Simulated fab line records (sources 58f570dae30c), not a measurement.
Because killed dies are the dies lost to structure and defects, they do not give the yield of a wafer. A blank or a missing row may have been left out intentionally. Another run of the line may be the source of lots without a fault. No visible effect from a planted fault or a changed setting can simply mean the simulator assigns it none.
Code-filled problem report in 8D (eight disciplines) form :: flow berkeleyCmos170 :: the parts of the form that need people (team, actions taken, sign-off) are left out

1. WHAT WENT WRONG
Mean of doseIonsCm2 at UCB170_PFIELD_IMPLANT_07: 1.8800e+13 across 6 wafers in 2 lots; on wafers with no fault it is 1.9999e+13 (standard deviation 1.8e+10). That is -67 standard deviations from the usual mean.
The first sign was on wafer L261.4 at day 7 10:44, on implanter-01. The record holds 42 wafers of 14 lots with a number at this step. By rule, "out" or "out of limits" means more than 4 standard deviations away from the usual mean. The other wafers with a number count as sound.

2. WHAT IT IS AND WHAT IT IS NOT
question: which readings at this step
is: doseIonsCm2
is not: -

question: which lots
is: L261, L264
is not: L249, L250, L253, L255, L256, L257, L260, L262, L267, L269, L270, L272

question: which wafers of those lots
is: all that have a number
is not: -

question: read on which tools
is: implanter-01
is not: implanter-02, implanter-04

question: when
is: from day 7 10:44
is not: up to then (21 sound wafers); but 15 sound wafers of L262, L267, L269, L270, L272 came after

3. THE SUSPECTS, EACH WITH WHAT RULES IT OUT
Counting: a tool stays on the suspect list if, at a process step up to the reading, it processed all lots that are out and no sound lot following the first of them.
- implanter-01 at UCB170_PFIELD_IMPLANT_07: kept. It processed each lot that is out, first L261 at day 7 10:44, and no sound lot thereafter; up to then, the last sound lot it processed was L257 at day 6 20:00. Its own readings are out on those wafers: doseIonsCm2.
The count leaves implanter-01 at UCB170_PFIELD_IMPLANT_07.

4. THE CAUSE (what the simulator had put in)
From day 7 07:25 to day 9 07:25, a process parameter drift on implanter-01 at UCB170_PFIELD_IMPLANT_07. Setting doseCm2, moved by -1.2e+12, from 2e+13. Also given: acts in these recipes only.
The count eliminated every tool but this one.

5. THE CHAIN OF EFFECTS, in route order
Each row: a reading whose mean over the struck wafers that have a number lies more than 3 standard deviations from the usual. Readings are gone through only where the record gives a usual standard deviation; hours: the median, over the lots, of the time from a lot's start at the first step in this table giving one to that lot's start at this step; sigmas: the change measured in usual standard deviations.
hours: 0
step: UCB170_PFIELD_IMPLANT_07
reading: doseIonsCm2
usual: 1.9999e+13
on struck wafers: 1.8800e+13
change: -1.1993e+12
sigmas: -67
Here are the process steps it includes:
- UCB170_PFIELD_IMPLANT_07
Later steps that measure or inspect, where all struck wafers having a row at the step show a number for every such reading and not one has moved that far: UCB170_FIELD_THK_MEAS_90.

6. HOW IT WOULD HAVE BEEN CAUGHT EARLIER
In this record the first reading out of limits was taken at day 7 10:44, 3 hours after the fault began at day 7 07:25.
